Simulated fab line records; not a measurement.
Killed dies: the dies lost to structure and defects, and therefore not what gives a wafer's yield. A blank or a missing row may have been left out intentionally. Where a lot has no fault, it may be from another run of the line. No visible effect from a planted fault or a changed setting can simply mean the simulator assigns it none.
Check of tool commonality    flow rit cmos    Sampled: 14 lots, 48 wafers

== REASON IT WAS OPENED ==
At RIT_PRETRO_TW_MEAS_10 the reading PRETRO_TW is flagged on 2 of 14 lots. Wafers without a fault read 477, standard deviation 6.4.
Rule: a lot gets a flag if all its wafers with a number sit over 4 standard deviations from that mean, or if no wafer of it has a number. The other lots count as sound.

lot   measured     on             PRETRO_TW, wafer by wafer      flag
L551  day 2 10:37  film metro-03  481 481 479                    
L552  day 2 13:48  film metro-03  482 480 480                    
L553  day 2 19:27  film metro-03  479 481 483                    
L554  day 2 22:51  film metro-03  484 483 481                    
L555  day 3 04:15  film metro-02  466 470 469                    
L556  day 3 09:47  film metro-03  483 483 486                    
L557  day 3 14:27  film metro-01  482 484 484                    
L559  day 4 03:05  film metro-02  469 472 472                    
L560  day 4 04:43  film metro-03  1086 1092 1083 1086 1086 1086  FLAGGED
L561  day 4 09:29  film metro-01  1088 1087 1098 1093 1090 1095  FLAGGED
L569  day 6 06:41  film metro-01  485 481 483                    
L571  day 6 16:51  film metro-02  466 469 470                    
L572  day 6 19:33  film metro-01  480 480 482                    
L574  day 7 09:56  film metro-01  482 483 484                    
On average the flagged lots' numbers are 1089, which is +612 against the usual, or +96 standard deviations.

== WHICH TOOL EACH LOT WENT THROUGH ==
The record keeps 1 process step preceding the reading, out of 202 steps on the route. Cell contents, in order: the tool; ch with the chambers the sampled wafers went through; the start.
lot   flag     RIT_NRETRO_COAT_01
L551           litho track-02 ch 0, day 2 05:43
L552           litho track-03 ch 0, day 2 10:54
L553           litho track-04 ch 0, day 2 16:28
L554           litho track-02 ch 0, day 2 19:57
L555           litho track-04 ch 0, day 3 01:15
L556           litho track-02 ch 0, day 3 06:55
L557           litho track-03 ch 0, day 3 11:05
L559           litho track-04 ch 0, day 4 00:11
L560  FLAGGED  litho track-03, day 4 01:35
L561  FLAGGED  litho track-03, day 4 06:36
L569           litho track-04 ch 0, day 6 03:40
L571           litho track-02 ch 0, day 6 13:50
L572           litho track-03 ch 0, day 6 16:34
L574           litho track-04 ch 0, day 7 06:46
What is done by these steps:
- RIT_NRETRO_COAT_01: resist thk 1289 nm.
- RIT_PRETRO_TW_MEAS_10

== FLAGGED AGAINST TOTAL, ONE TOOL AT A TIME (gauges that did the reading follow at the end) ==
step                   tool            lots run  flagged  share of the flagged lots  sound lots run after its first flagged lot
RIT_NRETRO_COAT_01     litho track-02  4         0        none                       -
RIT_NRETRO_COAT_01     litho track-03  5         2        all                        1 (L572)
RIT_NRETRO_COAT_01     litho track-04  5         0        none                       -
RIT_PRETRO_TW_MEAS_10  film metro-01   5         1        some                       3 (L569,L572,L574)
RIT_PRETRO_TW_MEAS_10  film metro-02   3         0        none                       -
RIT_PRETRO_TW_MEAS_10  film metro-03   6         1        some                       0

== WHAT IS ALLOWED BY THE TABLE ==
All flagged lots share 1 row of the table, namely litho track-03 at RIT_NRETRO_COAT_01.
- litho track-03 at RIT_NRETRO_COAT_01 ran 5 lots, 2 of them flagged. Sound lots ran on it after the first flagged one (L572), which a lasting fault on the whole tool wouldn't allow. On the flagged lots its readings are blank where sound lots have values: chill plate temp C, dispense pressure kPa.
Not one row of the table ran every flagged lot while running no sound lot after the first.

== WHAT THE SIMULATOR HAD PUT IN ==
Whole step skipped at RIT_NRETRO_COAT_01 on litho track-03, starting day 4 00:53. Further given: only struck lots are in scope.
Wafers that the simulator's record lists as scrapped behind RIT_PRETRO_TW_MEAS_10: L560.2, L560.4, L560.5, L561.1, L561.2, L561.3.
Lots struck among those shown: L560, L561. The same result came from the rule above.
